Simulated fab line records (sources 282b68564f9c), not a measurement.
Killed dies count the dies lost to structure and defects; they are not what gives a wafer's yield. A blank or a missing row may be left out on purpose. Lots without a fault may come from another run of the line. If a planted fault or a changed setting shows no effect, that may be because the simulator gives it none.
Which tool did it? || flow rit-cmos || Sampling: 14 lots, 42 wafers, 3 of 202 route steps

WHAT THE GAUGES SHOWED, per wafer
RIT_M1_RS_MEAS_01: the measuring method here is four-point-probe.
{"lot": "L236", "measured": "day 3 10:37", "on": "film-metro-04", "M1_AL_RS (ohm/sq)": "0.0725 0.0729 0.0737"}
{"lot": "L238", "measured": "day 3 21:26", "on": "film-metro-02", "M1_AL_RS (ohm/sq)": "0.0724 0.0727 0.0719"}
{"lot": "L239", "measured": "day 4 05:03", "on": "film-metro-04", "M1_AL_RS (ohm/sq)": "0.0737 0.0730 0.0739"}
{"lot": "L240", "measured": "day 4 14:44", "on": "film-metro-04", "M1_AL_RS (ohm/sq)": "0.0739 0.0743 0.0743"}
{"lot": "L242", "measured": "day 4 16:26", "on": "film-metro-02", "M1_AL_RS (ohm/sq)": "0.0974 0.0743 0.0726"}
{"lot": "L244", "measured": "day 5 04:10", "on": "film-metro-03", "M1_AL_RS (ohm/sq)": "0.0737 0.0733 0.0974"}
{"lot": "L249", "measured": "day 6 00:24", "on": "film-metro-03", "M1_AL_RS (ohm/sq)": "0.0753 0.0747 0.0741"}
{"lot": "L250", "measured": "day 6 08:04", "on": "film-metro-04", "M1_AL_RS (ohm/sq)": "0.0743 0.0749 0.0743"}
{"lot": "L253", "measured": "day 6 21:03", "on": "film-metro-04", "M1_AL_RS (ohm/sq)": "0.0739 0.0741 0.0743"}
{"lot": "L254", "measured": "day 7 06:05", "on": "film-metro-03", "M1_AL_RS (ohm/sq)": "0.0734 0.0727 0.0728"}
{"lot": "L256", "measured": "day 7 14:32", "on": "film-metro-03", "M1_AL_RS (ohm/sq)": "0.0724 0.0735 0.0733"}
{"lot": "L257", "measured": "day 7 18:29", "on": "film-metro-03", "M1_AL_RS (ohm/sq)": "0.0742 0.0754 0.0748"}
{"lot": "L258", "measured": "day 8 01:05", "on": "film-metro-04", "M1_AL_RS (ohm/sq)": "0.0731 0.0737 0.0719"}
{"lot": "L259", "measured": "day 8 03:26", "on": "film-metro-02", "M1_AL_RS (ohm/sq)": "0.0742 0.0737 0.0748"}

RIT_M1_THK_MEAS_02: measures by xrf.
{"lot": "L236", "measured": "day 3 10:43", "on": "film-metro-04", "M1_AL_THK (nm)": "404 399 396"}
{"lot": "L238", "measured": "day 3 21:34", "on": "film-metro-02", "M1_AL_THK (nm)": "401 399 401"}
{"lot": "L239", "measured": "day 4 05:10", "on": "film-metro-04", "M1_AL_THK (nm)": "394 400 397"}
{"lot": "L240", "measured": "day 4 14:50", "on": "film-metro-04", "M1_AL_THK (nm)": "395 396 392"}
{"lot": "L242", "measured": "day 4 16:33", "on": "film-metro-02", "M1_AL_THK (nm)": "326 391 400"}
{"lot": "L244", "measured": "day 5 04:16", "on": "film-metro-03", "M1_AL_THK (nm)": "394 395 321"}
{"lot": "L249", "measured": "day 6 00:31", "on": "film-metro-03", "M1_AL_THK (nm)": "385 389 388"}
{"lot": "L250", "measured": "day 6 08:10", "on": "film-metro-04", "M1_AL_THK (nm)": "392 391 392"}
{"lot": "L253", "measured": "day 6 21:10", "on": "film-metro-04", "M1_AL_THK (nm)": "394 395 394"}
{"lot": "L254", "measured": "day 7 06:12", "on": "film-metro-03", "M1_AL_THK (nm)": "394 397 398"}
{"lot": "L256", "measured": "day 7 14:39", "on": "film-metro-03", "M1_AL_THK (nm)": "400 395 397"}
{"lot": "L257", "measured": "day 7 18:37", "on": "film-metro-03", "M1_AL_THK (nm)": "387 384 387"}
{"lot": "L258", "measured": "day 8 01:12", "on": "film-metro-04", "M1_AL_THK (nm)": "400 399 407"}
{"lot": "L259", "measured": "day 8 03:33", "on": "film-metro-02", "M1_AL_THK (nm)": "394 395 387"}

TOOL THAT RAN EACH LOT (tool first, then ch and the chambers of the sampled wafers, then the start)
{"lot": "L236", "RIT_M1_SPUTTER_00": "pvd-sputter-04, day 3 10:16"}
{"lot": "L238", "RIT_M1_SPUTTER_00": "pvd-sputter-04, day 3 21:08"}
{"lot": "L239", "RIT_M1_SPUTTER_00": "pvd-sputter-02, day 4 04:44"}
{"lot": "L240", "RIT_M1_SPUTTER_00": "pvd-sputter-03, day 4 14:32"}
{"lot": "L242", "RIT_M1_SPUTTER_00": "pvd-sputter-04, day 4 16:08"}
{"lot": "L244", "RIT_M1_SPUTTER_00": "pvd-sputter-04, day 5 03:51"}
{"lot": "L249", "RIT_M1_SPUTTER_00": "pvd-sputter-03, day 6 00:06"}
{"lot": "L250", "RIT_M1_SPUTTER_00": "pvd-sputter-02, day 6 07:43"}
{"lot": "L253", "RIT_M1_SPUTTER_00": "pvd-sputter-03, day 6 20:44"}
{"lot": "L254", "RIT_M1_SPUTTER_00": "pvd-sputter-02, day 7 05:47"}
{"lot": "L256", "RIT_M1_SPUTTER_00": "pvd-sputter-02, day 7 14:14"}
{"lot": "L257", "RIT_M1_SPUTTER_00": "pvd-sputter-03, day 7 18:11"}
{"lot": "L258", "RIT_M1_SPUTTER_00": "pvd-sputter-02, day 8 00:47"}
{"lot": "L259", "RIT_M1_SPUTTER_00": "pvd-sputter-03, day 8 03:08"}
- RIT_M1_SPUTTER_00: material Al, target thk 400 nm, time 500 s.

WHAT THE TOOLS THEMSELVES READ (means of the sampled wafers that have a number; where no wafer has one, the mark that the record gives instead)
RIT_M1_SPUTTER_00.
{"lot": "L236", "tool": "pvd-sputter-04", "substrate-temp-c (C)": 24.93, "throttle-valve-pct (%)": 30.5}
{"lot": "L238", "tool": "pvd-sputter-04", "substrate-temp-c (C)": 25.07, "throttle-valve-pct (%)": 29.9}
{"lot": "L239", "tool": "pvd-sputter-02", "substrate-temp-c (C)": 25.01, "throttle-valve-pct (%)": 29.8}
{"lot": "L240", "tool": "pvd-sputter-03", "substrate-temp-c (C)": 25.08, "throttle-valve-pct (%)": 29.9}
{"lot": "L242", "tool": "pvd-sputter-04", "substrate-temp-c (C)": 25.02, "throttle-valve-pct (%)": 29.4}
{"lot": "L244", "tool": "pvd-sputter-04", "substrate-temp-c (C)": 24.98, "throttle-valve-pct (%)": 29.4}
{"lot": "L249", "tool": "pvd-sputter-03", "substrate-temp-c (C)": 25.00, "throttle-valve-pct (%)": 29.3}
{"lot": "L250", "tool": "pvd-sputter-02", "substrate-temp-c (C)": 24.92, "throttle-valve-pct (%)": 29.8}
{"lot": "L253", "tool": "pvd-sputter-03", "substrate-temp-c (C)": 25.04, "throttle-valve-pct (%)": 29.9}
{"lot": "L254", "tool": "pvd-sputter-02", "substrate-temp-c (C)": 24.95, "throttle-valve-pct (%)": 29.7}
{"lot": "L256", "tool": "pvd-sputter-02", "substrate-temp-c (C)": 24.94, "throttle-valve-pct (%)": 29.9}
{"lot": "L257", "tool": "pvd-sputter-03", "substrate-temp-c (C)": 24.95, "throttle-valve-pct (%)": 29.5}
{"lot": "L258", "tool": "pvd-sputter-02", "substrate-temp-c (C)": 24.97, "throttle-valve-pct (%)": 30.0}
{"lot": "L259", "tool": "pvd-sputter-03", "substrate-temp-c (C)": 24.98, "throttle-valve-pct (%)": 29.8}

THE ANSWER, worked out from the rows above alone
Rule: the lots themselves supply what counts as usual. The widest of any qualifying gaps counts: lots, ordered by their means at a reading, are off when they make up no more than a third of the lots, leave a main group of 4 or more, and stand apart from it by 3 or more times the standard deviation of that group's means. If all means in a main group match to the digits the tables above print for the reading, that group is not used. A lot without any number at a reading at which 4 lots or more have one is off too. Where the step has rows for the other lots, those lots are counted as sound. After the gauges, taken in route order, come the tools' own readings; for these a lot's mean is taken, as printed above. At the first step where some lot is off, the reading lying furthest off is the one used; lots without a number count as furthest.
Off: L242, L244, seen at RIT_M1_RS_MEAS_01 (M1_AL_RS). For the main group the mean is 0.0737 ohm/sq and the standard deviation 0.00079.
If a tool, at a process step before that reading, ran all the lots that are off and no sound lot after the first of them, it fits. Those tools and the gauges at RIT_M1_RS_MEAS_01 are tried in the same way. One candidate fits, namely pvd-sputter-04 at RIT_M1_SPUTTER_00. Its last sound lot is L238 (day 3 21:08), its first lot that is off L242 (day 4 16:08): a fault that began between those two fits.

WHAT THE SIMULATOR PUT IN
Site profile drift: pvd-sputter-04, from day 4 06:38 on, at RIT_M1_SPUTTER_00. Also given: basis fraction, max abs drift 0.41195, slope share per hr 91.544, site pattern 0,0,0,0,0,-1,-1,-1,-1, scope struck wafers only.
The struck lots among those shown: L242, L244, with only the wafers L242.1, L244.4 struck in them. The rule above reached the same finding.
